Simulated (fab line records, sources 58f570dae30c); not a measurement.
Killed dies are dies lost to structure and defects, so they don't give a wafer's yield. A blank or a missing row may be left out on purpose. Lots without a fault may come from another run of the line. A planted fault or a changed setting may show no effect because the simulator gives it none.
Tool commonality check | flow berkeley_cmos170 | 15 lots, 54 wafers sampled

WHY IT WAS OPENED
At UCB170_SACOX_THK_MEAS_02 the reading SACOX_OXIDE_THK is flagged on 3 of 15 lots. Wafers without a fault read 14.39 nm, standard deviation 0.27.
Rule: a lot is flagged when every wafer of it that has a number lies more than 4 standard deviations from that mean, or none has a number. The other lots count as sound.

lot  | measured     | on            | SACOX_OXIDE_THK (nm), wafer by wafer | flag
L975 | day 5 23:08  | film_metro-02 | 14.38 14.59 14.53                    |
L978 | day 5 23:09  | film_metro-01 | 14.42 14.32 14.48                    |
L974 | day 5 23:12  | film_metro-01 | 14.95 15.17 14.96                    |
L976 | day 5 23:12  | film_metro-02 | 14.58 14.42 14.65                    |
L977 | day 5 23:15  | film_metro-02 | 14.31 14.36 14.46                    |
L980 | day 6 23:15  | film_metro-01 | 14.63 14.59 14.23                    |
L979 | day 7 01:35  | film_metro-02 | 22.98 22.93 23.27 22.96 22.90 23.26  | FLAGGED
L986 | day 8 08:53  | film_metro-03 | 22.76 21.88 22.85 22.75 21.87 22.88  | FLAGGED
L985 | day 8 08:57  | film_metro-02 | 22.45 22.10 22.17 22.38 22.09 22.16  | FLAGGED
L992 | day 9 05:05  | film_metro-01 | 14.66 14.58 14.55                    |
L993 | day 9 05:05  | film_metro-02 | 14.61 14.84 15.03                    |
L991 | day 9 05:06  | film_metro-03 | 14.27 14.36 14.26                    |
L995 | day 9 18:01  | film_metro-03 | 14.26 14.35 14.35                    |
L997 | day 10 01:56 | film_metro-01 | 14.81 14.76 14.77                    |
L996 | day 10 01:56 | film_metro-02 | 14.56 14.43 14.44                    |
The numbers of the flagged lots are 22.59 nm on average: +8.20 nm against the usual, or +30 standard deviations.

WHICH TOOL RAN EACH LOT
The record holds 2 process steps before the reading, out of a route of 331 steps. In each cell: the tool, then ch and the chambers that the sampled wafers went through, then the start.
lot  | flag    | UCB170_ZERO_STRIP_07                | UCB170_SACOX_OXIDATION_01
L975 |         | plasma_asher-02 ch 0,1, day 2 01:43 | furnace-01 ch 0, day 5 21:28
L978 |         | plasma_asher-01 ch 0,1, day 2 18:03 | furnace-01 ch 0, day 5 21:28
L974 |         | plasma_asher-02 ch 0,1, day 1 18:26 | furnace-01 ch 0, day 5 21:28
L976 |         | plasma_asher-02 ch 0,1, day 2 08:12 | furnace-01 ch 0, day 5 21:28
L977 |         | plasma_asher-01 ch 0,1, day 2 12:26 | furnace-01 ch 0, day 5 21:28
L980 |         | plasma_asher-02 ch 0,1, day 3 01:20 | furnace-04 ch 0, day 6 21:35
L979 | FLAGGED | plasma_asher-01 ch 0,1, day 3 00:58 | furnace-04 ch 0, day 6 21:35 and furnace-02 ch 0, day 6 23:55
L986 | FLAGGED | plasma_asher-01 ch 0,1, day 4 14:28 | furnace-04 ch 0, day 8 04:02
L985 | FLAGGED | plasma_asher-01 ch 0,1, day 4 03:58 | furnace-04 ch 0, day 8 04:02
L992 |         | plasma_asher-03 ch 0,1, day 5 17:29 | furnace-02 ch 0, day 9 03:25
L993 |         | plasma_asher-03 ch 0,1, day 5 18:05 | furnace-02 ch 0, day 9 03:25
L991 |         | plasma_asher-02 ch 0,1, day 5 08:13 | furnace-02 ch 0, day 9 03:25
L995 |         | plasma_asher-01 ch 0,1, day 6 04:04 | furnace-04 ch 0, day 9 16:20
L997 |         | plasma_asher-03 ch 0,1, day 6 13:32 | furnace-04 ch 0, day 10 00:16
L996 |         | plasma_asher-02 ch 0,1, day 6 10:12 | furnace-04 ch 0, day 10 00:16
What these steps do:
- UCB170_ZERO_STRIP_07: strips in O2.
- UCB170_SACOX_OXIDATION_01: target thk 14.4 nm, ox time 2400 s.
- UCB170_SACOX_THK_MEAS_02

FLAGGED OVER TOTAL, TOOL BY TOOL (the gauges that took the reading come last)
step                      | tool            | lots run | flagged | share of the flagged lots | sound lots run after its first flagged lot
UCB170_ZERO_STRIP_07      | plasma_asher-01 | 6        | 3       | all                       | 1 (L995)
UCB170_ZERO_STRIP_07      | plasma_asher-02 | 6        | 0       | none                      | -
UCB170_ZERO_STRIP_07      | plasma_asher-03 | 3        | 0       | none                      | -
UCB170_SACOX_OXIDATION_01 | furnace-01      | 5        | 0       | none                      | -
UCB170_SACOX_OXIDATION_01 | furnace-02      | 4        | 1       | some                      | 3 (L991,L992,L993)
UCB170_SACOX_OXIDATION_01 | furnace-04      | 7        | 3       | all                       | 3 (L995,L996,L997)
UCB170_SACOX_THK_MEAS_02  | film_metro-01   | 5        | 0       | none                      | -
UCB170_SACOX_THK_MEAS_02  | film_metro-02   | 7        | 2       | some                      | 2 (L993,L996)
UCB170_SACOX_THK_MEAS_02  | film_metro-03   | 3        | 1       | some                      | 2 (L991,L995)

WHAT THE TABLE ALLOWS
2 rows of the table ran every flagged lot: plasma_asher-01 at UCB170_ZERO_STRIP_07, furnace-04 at UCB170_SACOX_OXIDATION_01.
- plasma_asher-01 at UCB170_ZERO_STRIP_07: 3 of its 6 lots flagged. Sound lots ran on it after the first flagged one (L995), which a lasting fault on the whole tool wouldn't allow.
- furnace-04 at UCB170_SACOX_OXIDATION_01: 3 of its 7 lots flagged. Sound lots ran on it after the first flagged one (L995, L996, L997), which a lasting fault on the whole tool wouldn't allow.
No row of the table ran every flagged lot and no sound lot after the first.

WHAT THE SIMULATOR HAD PUT IN
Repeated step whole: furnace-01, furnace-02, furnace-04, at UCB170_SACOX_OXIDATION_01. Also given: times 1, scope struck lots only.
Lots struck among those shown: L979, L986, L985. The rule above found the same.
